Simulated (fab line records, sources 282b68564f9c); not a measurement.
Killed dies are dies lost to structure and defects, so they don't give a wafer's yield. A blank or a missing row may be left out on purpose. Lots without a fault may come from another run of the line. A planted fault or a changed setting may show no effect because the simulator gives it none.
A struck lot beside a sound one | flow rit_cmos | 44 steps out of a route of 202
Sound: wafers L989.1, L989.2, L989.4. Struck: wafers L100.2, L100.5, L100.6. The cause comes at the end.
At each step with rows: each side's tool, then ch and its chambers, then its first start. Under that, the readings that differ: sound wafers | struck wafers | difference of the means | sigmas: that difference in standard deviations of wafers without a fault.
alike: readings whose means differ by less than 2 such deviations, and words and numbers that are the same on both sides. not compared: withheld readings, readings that some wafer has no value for, bounds like >300 that may hide the same value, and numbers for which the record gives no deviation and whose values overlap.
The two part at a step that has a row with sigmas, a row that says differs or no value, or rows on one side only. Numbers that don't overlap but have no deviation are shown without sigmas and don't part them. A reading that every wafer of one side lacks parts them only if that side has two wafers or more.

first, 1 step without rows for these wafers: RIT_PRETRO_IMPLANT_08.
RIT_PRETRO_STRIP_09: strips in O2, time 180 s.
  sound on plasma_asher-03 ch 0,1, day 2 16:40; struck on plasma_asher-03 ch 0,1, day 5 03:06
  alike: chamber_pressure_mTorr, drypump_motor_current_A
  not compared: rf_hours_counter_h
RIT_PRETRO_TW_MEAS_10:
  sound on film_metro-04, day 2 16:50; struck on film_metro-02, day 5 03:17
  reading   | sound       | struck      | difference | sigmas
  PRETRO_TW | 465 466 466 | 478 473 473 | +9         | +2
then, 5 steps without rows for these wafers: RIT_GATE_WET_ETCH_00 (etches SiO2 in BOE, target depth 56 nm, time 60 s); RIT_GATE_CLEAN_01 (cleans in SC1, time 600 s); RIT_GATE_CLEAN_02 (cleans in dHF, time 30 s); RIT_GATE_CLEAN_03 (cleans in SC2, time 600 s); RIT_GATE_CLEAN_04 (cleans in dHF, time 60 s).
RIT_FOX2_THK_MEAS_91:
  sound on film_metro-03, day 2 17:31; struck on film_metro-04, day 5 03:46
  alike: FIELD_OXIDE_LEFT_2_THK
then, 2 steps without rows for these wafers: RIT_GATE_OXIDATION_05 (target thk 3 nm, ox time 270 s); RIT_GATE_ANNEAL_06 (time 600 s).
RIT_GATE_THK_MEAS_07:
  sound on film_metro-04, day 2 18:58; struck on film_metro-04, day 5 07:02
  reading             | sound          | struck         | difference | sigmas
  GATE_OXIDE_THK (nm) | 2.90 2.97 2.86 | 3.02 3.07 3.04 | +0.13      | +2
RIT_GATE_CVD_08: deposits poly-Si from SiH4, target thk 250 nm, time 2220 s.
  sound on lpcvd-01 ch 0, day 2 19:01; struck on lpcvd-02 ch 0, day 5 08:18
  reading                                  | sound             | struck            | difference | sigmas
  pressure_mtorr (mTorr)                   | 299.9 300.1 299.9 | 240.4 240.3 239.3 | -60.0      | -99 or more
  model.poly-Si_of_GATE_CVD_08.thk_nm (nm) | 252 252.9 249.2   | 218.2 220 217.7   | -32.7      |
  alike: spike_tc_source_C, susceptor_temp_C
RIT_GATE_THK_MEAS_09:
  sound on film_metro-01, day 2 20:38; struck on film_metro-04, day 5 10:44
  reading            | sound             | struck            | difference | sigmas
  GATE_POLY_THK (nm) | 252.1 253.0 249.3 | 218.1 219.9 217.9 | -32.8      | -16
then, 6 steps without rows for these wafers: RIT_GATE_HMDS_10 (prime time 60 s); RIT_GATE_COAT_11 (resist thk 850 nm); RIT_GATE_SOFTBAKE_12 (time 60 s); RIT_GATE_EXPOSE_13 (exposes mask M6, target cd 150 nm); RIT_GATE_PEB_14; RIT_GATE_DEVELOP_15 (develop time 50 s).
RIT_GATE_CD_MEAS_16: target cd 150 nm.
  sound on cd_sem-02, day 2 21:32; struck on cd_sem-01, day 5 11:59
  alike: cd_nm
RIT_GATE_OVL_MEAS_17:
  sound on overlay-01, day 2 21:40; struck on overlay-01, day 5 12:05
  alike: GATE_OVL
then, 1 step without rows for these wafers: RIT_GATE_HARDBAKE_18 (time 60 s).
RIT_GATE_ETCH_19: etches poly-Si in SF6/CHF3/O2, stops on SiO2, time 165 s, target depth 312.5 nm.
  sound on rie_si-02 ch 0,1,3, day 2 21:51; struck on rie_si-02 ch 1,2, day 5 12:16
  reading                          | sound             | struck            | difference | sigmas
  oes_product_au (a.u.)            | 0.830 0.845 0.856 | 0.756 0.788 0.762 | -0.075     | -6
  model.GATE.feature_depth_nm (nm) | 252 252.9 249.2   | 218.2 220 217.7   | -32.7      |
  model.etch.depth_nm (nm)         | 252 252.9 249.2   | 218.2 220 217.7   | -32.7      |
  alike: chamber_pressure_mTorr, drypump_motor_current_A, throttle_valve_pct
  not compared: rf_hours_counter_h
RIT_GATE_STRIP_20: strips in O2, time 180 s.
  sound on plasma_asher-02 ch 0,1, day 2 21:58; struck on plasma_asher-02 ch 0,1, day 5 12:23
  alike: chamber_pressure_mTorr, drypump_motor_current_A
  not compared: rf_hours_counter_h
RIT_GATE_CD_MEAS_90: target cd 150 nm.
  sound on cd_sem-02, day 2 22:08; struck on cd_sem-01, day 5 12:34
  alike: cd_nm
then, 4 steps without rows for these wafers: RIT_REOX_CLEAN_00 (cleans in SC1, time 600 s); RIT_REOX_CLEAN_01 (cleans in dHF, time 30 s); RIT_REOX_CLEAN_02 (cleans in SC2, time 600 s); RIT_REOX_OXIDATION_03 (target thk 25.2 nm, ox time 5580 s).
RIT_REOX_THK_MEAS_04:
  sound on film_metro-02, day 3 01:50; struck on film_metro-01, day 5 15:43
  alike: REOX_OXIDE_THK
then, 6 steps without rows for these wafers: RIT_NLDD_HMDS_00 (prime time 60 s); RIT_NLDD_COAT_01 (resist thk 1000 nm); RIT_NLDD_SOFTBAKE_02 (time 60 s); RIT_NLDD_EXPOSE_03 (exposes mask M7, target cd 40700 nm); RIT_NLDD_PEB_04; RIT_NLDD_DEVELOP_05 (develop time 50 s).
RIT_NLDD_OVL_MEAS_06:
  sound on overlay-02, day 3 02:45; struck on overlay-01, day 5 16:37
  alike: NLDD_OVL
then, 2 steps without rows for these wafers: RIT_NLDD_HARDBAKE_07 (time 60 s); RIT_NLDD_IMPLANT_08.
RIT_NLDD_STRIP_09: strips in O2, time 180 s.
  sound on plasma_asher-04 ch 0,1, day 3 03:05; struck on plasma_asher-03 ch 0,1, day 5 16:57
  alike: chamber_pressure_mTorr, drypump_motor_current_A
  not compared: rf_hours_counter_h
RIT_NLDD_TW_MEAS_10:
  sound on film_metro-02, day 3 03:16; struck on film_metro-02, day 5 17:08
  alike: NLDD_TW
RIT_SDANNEAL_CLEAN_02: cleans in SC2, time 600 s.
  sound on wet_bench-03 ch 1, day 3 11:05; struck on wet_bench-02 ch 0, day 6 01:17
  reading                                  | sound             | struck            | difference | sigmas
  model.poly-Si_of_GATE_CVD_08.thk_nm (nm) | 164.7 165.1 163.8 | 132.1 134.1 130.8 | -32.2      |
  alike: bath_guard_temp_C
RIT_M1_PROBE_99:
  sound on prober-02, day 3 19:27; struck on prober-01, day 6 09:58
  reading                             | sound             | struck            | difference | sigmas
  model.etest.nmos_turned.drive_ua_um | 338.3 322.9 349.6 | 379.4 378 390     | +45.5      |
  model.etest.pmos_turned.drive_ua_um | 192 186.1 203.1   | 207.1 205.7 214.3 | +15.3      |
  model.etest.ppoly_line.rs_ohm_sq    | 16.55 16.47 16.57 | 16.81 16.68 16.68 | +0.19      |
  alike: killed_at_contacts, killed_at_front_end, killed_dies, killed_open, killed_short
  not compared: model.etest.nmos_0p15.tox_inv_nm

WHERE THEY PART
First at RIT_PRETRO_TW_MEAS_10; last, within this record, at RIT_GATE_ETCH_19. Later steps at which nothing parts them and some readings are alike: RIT_GATE_STRIP_20, RIT_GATE_CD_MEAS_90, RIT_REOX_THK_MEAS_04, RIT_NLDD_OVL_MEAS_06, RIT_NLDD_STRIP_09, RIT_NLDD_TW_MEAS_10, RIT_SDANNEAL_CLEAN_02, RIT_M1_PROBE_99.

WHY: what the simulator had put in
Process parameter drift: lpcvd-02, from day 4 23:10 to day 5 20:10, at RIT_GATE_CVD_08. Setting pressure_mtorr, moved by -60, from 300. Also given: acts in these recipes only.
